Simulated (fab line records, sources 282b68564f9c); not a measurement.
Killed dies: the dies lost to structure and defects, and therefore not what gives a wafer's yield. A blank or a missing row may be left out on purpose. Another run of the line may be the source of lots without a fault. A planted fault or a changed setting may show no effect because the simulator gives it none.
Split-lot trial | flow rit_cmos | on a route of 202 steps: 5 lots, 23 wafers read

## ON THE SPLIT
At RIT_NSD_COAT_01 (resist thk 1000 nm), the setting spin_rpm was moved away from the recipe's 3250 rpm on 11 of the 23 wafers read, by -3.0% to +7.3%. The other wafers ran this setting at the recipe's value.

The split's own step is where the reading is taken.

## THE READING
NOVOLAK_of_NSD_COAT_01.thk_nm (the simulator's own value, which no gauge read), in nm, at RIT_NSD_COAT_01 (resist thk 1000 nm). No usual value for it is given in the file. Across the 12 wafers here that went through the recipe, the average is 1002.2 nm and the standard deviation 2 nm.

wafer  | tool, chamber at the split | spin_rpm as run, rpm | against the recipe | NOVOLAK_of_NSD_COAT_01.thk_nm, nm | against lot-mates on the recipe
L074.1 | litho_track-01, 0          | 3173                 | -2.4%              | 1013                              | +10.7
L074.4 | litho_track-01, 0          | 3173                 | -2.4%              | 1013                              | +10.7
L074.2 | litho_track-01, 0          | 3250                 | recipe             | 1004                              | -
L074.5 | litho_track-01, 0          | 3250                 | recipe             | 1001                              | -
L074.6 | litho_track-01, 0          | 3250                 | recipe             | 1002                              | -
L076.2 | litho_track-04, 0          | 3451                 | +6.2%              | 973.8                             | -28.7
L076.3 | litho_track-04, 0          | 3451                 | +6.2%              | 973.4                             | -29.1
L076.4 | litho_track-04, 0          | 3250                 | recipe             | 1000                              | -
L076.5 | litho_track-04, 0          | 3250                 | recipe             | 1005                              | -
L076.6 | litho_track-04, 0          | 3451                 | +6.2%              | 973.6                             | -28.9
L077.1 | litho_track-03, 0          | 3486                 | +7.3%              | 966.7                             | -35.8
L077.2 | litho_track-03, 0          | 3250                 | recipe             | 1003                              | -
L077.3 | litho_track-03, 0          | 3486                 | +7.3%              | 969.3                             | -33.2
L077.4 | litho_track-03, 0          | 3486                 | +7.3%              | 968.8                             | -33.7
L077.6 | litho_track-03, 0          | 3250                 | recipe             | 1002                              | -
L082.2 | litho_track-01, 0          | 3250                 | recipe             | 998.9                             | -
L082.3 | litho_track-01, 0          | 3250                 | recipe             | 1001                              | -
L082.4 | litho_track-01, 0          | 3153                 | -3.0%              | 1015                              | +15.0
L082.5 | litho_track-01, 0          | 3153                 | -3.0%              | 1016                              | +16.0
L082.6 | litho_track-01, 0          | 3153                 | -3.0%              | 1013                              | +13.0
L085.3 | litho_track-04, 0          | 3250                 | recipe             | 1005                              | -
L085.4 | litho_track-04, 0          | 3250                 | recipe             | 1000                              | -
L085.5 | litho_track-04, 0          | 3250                 | recipe             | 1004                              | -

FIT RESULTS
A straight line over all 23 wafers: NOVOLAK_of_NSD_COAT_01.thk_nm changes by -4.58 nm for each +1% of spin_rpm; r = -1.00; the points scatter about the line by 1.7 nm.
The same after taking each lot's own level away (the mean of its wafers on the recipe; 23 wafers): -4.72 nm for each +1%; r = -1.00; scatter 1.5 nm.
On that fit, the largest move of spin_rpm shifts the reading by 34 nm.
The span of the lots' own levels, 999.95 to 1003.00 nm, comes to 1.6 times the standard deviation stated above.
So the lot-to-lot level changes the slope little: the two slopes agree.
Check: with one of the wafers moved furthest among these (+7.3%) left out of the fit, the line predicts -33.8 nm for it against its lot-mates. Against them it came out at -35.8 nm.

## FURTHER SPLITS ON THESE WAFERS
Note: prior to the reading, these wafers also went through further splits. Each is held against what the fit with the lots' levels taken away leaves over:
other split on the same wafers | wafers away from the commonest value | r with NOVOLAK_of_NSD_COAT_01.thk_nm (lot level and that fit taken away)
RIT_PLDD_COAT_01 resist_thk_nm | 9                                    | -0.17

## THE FILE'S OWN FIT
NOVOLAK_of_NSD_COAT_01.thk_nm changes by -4.7 nm for each +1% of spin_rpm, r = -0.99.
